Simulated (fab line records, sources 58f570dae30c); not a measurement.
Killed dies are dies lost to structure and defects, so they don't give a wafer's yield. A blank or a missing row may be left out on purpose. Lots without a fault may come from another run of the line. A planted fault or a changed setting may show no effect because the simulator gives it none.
Which tool did it? | flow berkeley_cmos170 | 7 lots, 21 wafers sampled, at 1 step of a route of 331

WHAT THE GAUGES READ, wafer by wafer
UCB170_PVT_TW_MEAS_09.
lot  | measured     | on            | PVT_TW
L616 | day 7 05:32  | film_metro-04 | 516 515 514
L619 | day 7 15:10  | film_metro-01 | 506 504 503
L622 | day 7 23:05  | film_metro-01 | 507 504 506
L621 | day 8 00:04  | film_metro-01 | 508 510 508
L632 | day 10 11:55 | film_metro-01 | 504 503 504
L635 | day 11 01:20 | film_metro-04 | 513 508 513
L638 | day 11 09:32 | film_metro-02 | 504 506 504

WHICH TOOL RAN EACH LOT (tool, then ch and the chambers of the sampled wafers, then the start)
The record holds no process step before these readings.

THE ANSWER, worked out from the rows above alone
Rule: what is usual is taken from the lots themselves. Put in order of their means at a reading, lots are off if they are a third of the lots or fewer, leave a main group of 4 or more, and stand apart from it by a gap of 3 or more times the standard deviation of the main group's means; of several such gaps the widest counts. A main group whose means are all the same, to the digits that the tables above print for the reading, isn't used. A lot without any number at a reading at which 4 lots or more have one is off too. The other lots that the step has rows for count as sound.
No lot is off at any reading shown: from this, nothing can be told.

WHAT THE SIMULATOR HAD PUT IN
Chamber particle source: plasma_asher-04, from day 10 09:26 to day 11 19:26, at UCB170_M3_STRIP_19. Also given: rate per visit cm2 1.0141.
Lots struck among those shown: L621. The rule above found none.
